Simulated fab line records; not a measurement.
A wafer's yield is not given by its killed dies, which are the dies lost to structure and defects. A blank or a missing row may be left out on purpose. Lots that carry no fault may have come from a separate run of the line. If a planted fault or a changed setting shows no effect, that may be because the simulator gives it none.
The tool behind it: which one? ; flow ritCmos ; 45 wafers from 15 lots sampled at 5 of the route's 202 steps

WHAT THE GAUGES SHOWED, per wafer
RIT_ACTIVE_BOW_MEAS_00. Usual: for INCOMING_BOW the level is 0 um and the standard deviation is 6.7.
lot;measured;on;INCOMING_BOW (um);flag
L263;day 1 10:00;filmMetro-03;-14 3 11;
L265;day 1 20:01;filmMetro-01;-2 -2 -11;
L266;day 2 01:00;filmMetro-04;-2 -9 1;
L267;day 2 06:00;filmMetro-03;0 -2 0;
L268;day 2 11:00;filmMetro-04;-2 3 0;
L269;day 2 16:00;filmMetro-03;8 0 -1;
L271;day 3 02:00;filmMetro-04;-4 11 2;
L272;day 3 07:02;filmMetro-01;-1 8 -2;
L273;day 3 12:02;filmMetro-04;1 -3 12;
L275;day 3 22:00;filmMetro-03;5 7 -1;
L276;day 4 03:01;filmMetro-03;-9 0 18;
L277;day 4 08:01;filmMetro-04;3 0 1;
L284;day 5 19:01;filmMetro-03;2 -1 11;
L285;day 6 00:00;filmMetro-01;1 5 -3;
L286;day 6 05:01;filmMetro-01;7 3 -4;

RIT_FOX2_THK_MEAS_91. Usual: for FIELD_OXIDE_LEFT_2_THK the level is 256 nm and the standard deviation is 7.7.
lot;measured;on;FIELD_OXIDE_LEFT_2_THK (nm);flag
L263;day 2 09:07;filmMetro-02;262 263 263;
L265;day 2 18:35;filmMetro-04;268 263 263;
L266;day 3 02:28;filmMetro-02;250 247 246;
L267;day 3 08:14;filmMetro-02;268 264 266;
L268;day 3 11:32;filmMetro-04;261 262 263;
L269;day 3 15:46;filmMetro-02;249 243 249;
L271;day 4 00:16;filmMetro-04;248 252 252;
L272;day 4 08:31;filmMetro-01;256 254 258;
L273;day 4 13:16;filmMetro-02;255 254 253;
L275;day 4 21:26;filmMetro-02;320 315 324;OFF
L276;day 5 07:25;filmMetro-04;315 313 317;OFF
L277;day 5 12:08;filmMetro-02;297 296 296;OFF
L284;day 7 02:38;filmMetro-04;261 260 260;
L285;day 7 12:49;filmMetro-01;267 266 266;
L286;day 7 12:42;filmMetro-02;252 260 260;

RIT_PSD_OVL_MEAS_06. Usual: for PSD_OVL the level is 0.2 nm and the standard deviation is 1.5.
lot;measured;on;PSD_OVL (nm);flag
L263;day 3 05:03;overlay-01;-0.3 -0.7 -1.7;
L265;day 3 14:53;overlay-02;0.0 -1.2 -0.2;
L266;day 3 20:59;overlay-01;-1.5 0.3 -0.5;
L267;day 4 04:29;overlay-01;1.5 1.4 2.2;
L268;day 4 06:55;overlay-01;3.4 3.0 3.2;
L269;day 4 12:52;overlay-01;0.3 0.7 0.6;
L271;day 4 18:59;overlay-02;0.3 -0.5 0.3;
L272;day 5 04:17;overlay-01;0.1 1.9 0.9;
L273;day 5 09:37;overlay-02;3.2 0.9 -1.0;
L284;day 8 08:34;overlay-02;1.6 0.7 -0.4;
L285;day 8 14:41;overlay-02;-0.2 -0.6 -1.0;
L286;day 8 14:25;overlay-01;0.2 0.4 1.1;

RIT_M1_THK_MEAS_02: measures by xrf. Usual: for M1_AL_THK the level is 395 nm and the standard deviation is 4.9.
lot;measured;on;M1_AL_THK (nm);flag
L263;day 3 09:42;filmMetro-03;394 388 397;
L265;day 3 19:32;filmMetro-04;394 393 396;
L266;day 4 01:40;filmMetro-04;391 393 394;
L267;day 4 09:23;filmMetro-04;395 391 397;
L268;day 4 11:38;filmMetro-03;393 396 395;
L269;day 4 17:30;filmMetro-01;396 391 394;
L271;day 5 00:01;filmMetro-03;396 405 389;
L272;day 5 09:04;filmMetro-01;394 392 394;
L273;day 5 14:23;filmMetro-04;392 385 390;
L284;day 8 13:20;filmMetro-04;387 393 401;
L285;day 8 19:52;filmMetro-04;395 391 399;
L286;day 8 19:25;filmMetro-04;388 389 392;

WHAT TOOL EACH LOT RAN ON (gives the tool, then ch and the chambers of the sampled wafers, and finally the start)
lot;RIT_GATE_WET_ETCH_00
L263;wetBench-03 ch 2, day 2 08:40
L265;wetBench-03 ch 2, day 2 18:09
L266;wetBench-02 ch 1, day 3 02:01
L267;wetBench-02 ch 3, day 3 07:49
L268;wetBench-03 ch 1, day 3 11:04
L269;wetBench-03 ch 0, day 3 15:20
L271;wetBench-03 ch 1, day 3 23:51
L272;wetBench-01 ch 0, day 4 08:05
L273;wetBench-02 ch 0, day 4 12:49
L275;wetBench-01 ch 2, day 4 21:01
L276;wetBench-03 ch 1, day 5 06:59
L277;wetBench-03 ch 2, day 5 11:43
L284;wetBench-01 ch 1, day 7 02:13
L285;wetBench-01 ch 0, day 7 12:24
L286;wetBench-02 ch 2, day 7 12:16
- RIT_GATE_WET_ETCH_00: etches SiO2 in BOE, target depth 56 nm, time 60 s.

AS READ BY THE TOOLS THEMSELVES (means over the sampled wafers that have a number; for cases with no such wafer, the mark the record gives instead)
RIT_GATE_WET_ETCH_00. Usual: bathHeatDutyPct 1.7 %, standard deviation 0.38; runLengthS 86.8 s, standard deviation 1.8.
lot;tool;bathHeatDutyPct (%);runLengthS (s);flag
L263;wetBench-03;1.6;84.8;
L265;wetBench-03;1.6;86.6;
L266;wetBench-02;1.5;88.0;
L267;wetBench-02;2.1;85.9;
L268;wetBench-03;2.2;86.9;
L269;wetBench-03;1.5;87.7;
L271;wetBench-03;1.7;86.1;
L272;wetBench-01;1.4;87.5;
L273;wetBench-02;1.5;85.6;
L275;wetBench-01;-;-;OFF
L276;wetBench-03;-;-;OFF
L277;wetBench-03;-;-;OFF
L284;wetBench-01;1.7;85.4;
L285;wetBench-01;1.6;87.0;
L286;wetBench-02;2.1;86.7;

THE ANSWER, worked out from the rows above alone
Rule: lot off if the mean of its wafers having a number is beyond 3 standard deviations from the usual mean. Also off: a lot with no number at a reading for which 4 or more lots have one. The other lots that the step has rows for count as sound. First the gauges in route order, then the tools' own readings, where a lot's mean is used as printed above. The first step at which some lot is off is used, and at that step the reading that is off furthest; a lot without a number counts as furthest.
Off: L275, L276, L277, seen at RIT_FOX2_THK_MEAS_91 (FIELD_OXIDE_LEFT_2_THK).
A tool fits if, at a process step before that reading, it ran every lot that is off, and no sound lot after the first of them. Not tried: the gauges at RIT_FOX2_THK_MEAS_91; whatever is off there is also off at RIT_GATE_WET_ETCH_00, on other tools, and gauge error can't account for it. Not one of the candidates tried fits.

WHAT HAD BEEN PUT IN BY THE SIMULATOR
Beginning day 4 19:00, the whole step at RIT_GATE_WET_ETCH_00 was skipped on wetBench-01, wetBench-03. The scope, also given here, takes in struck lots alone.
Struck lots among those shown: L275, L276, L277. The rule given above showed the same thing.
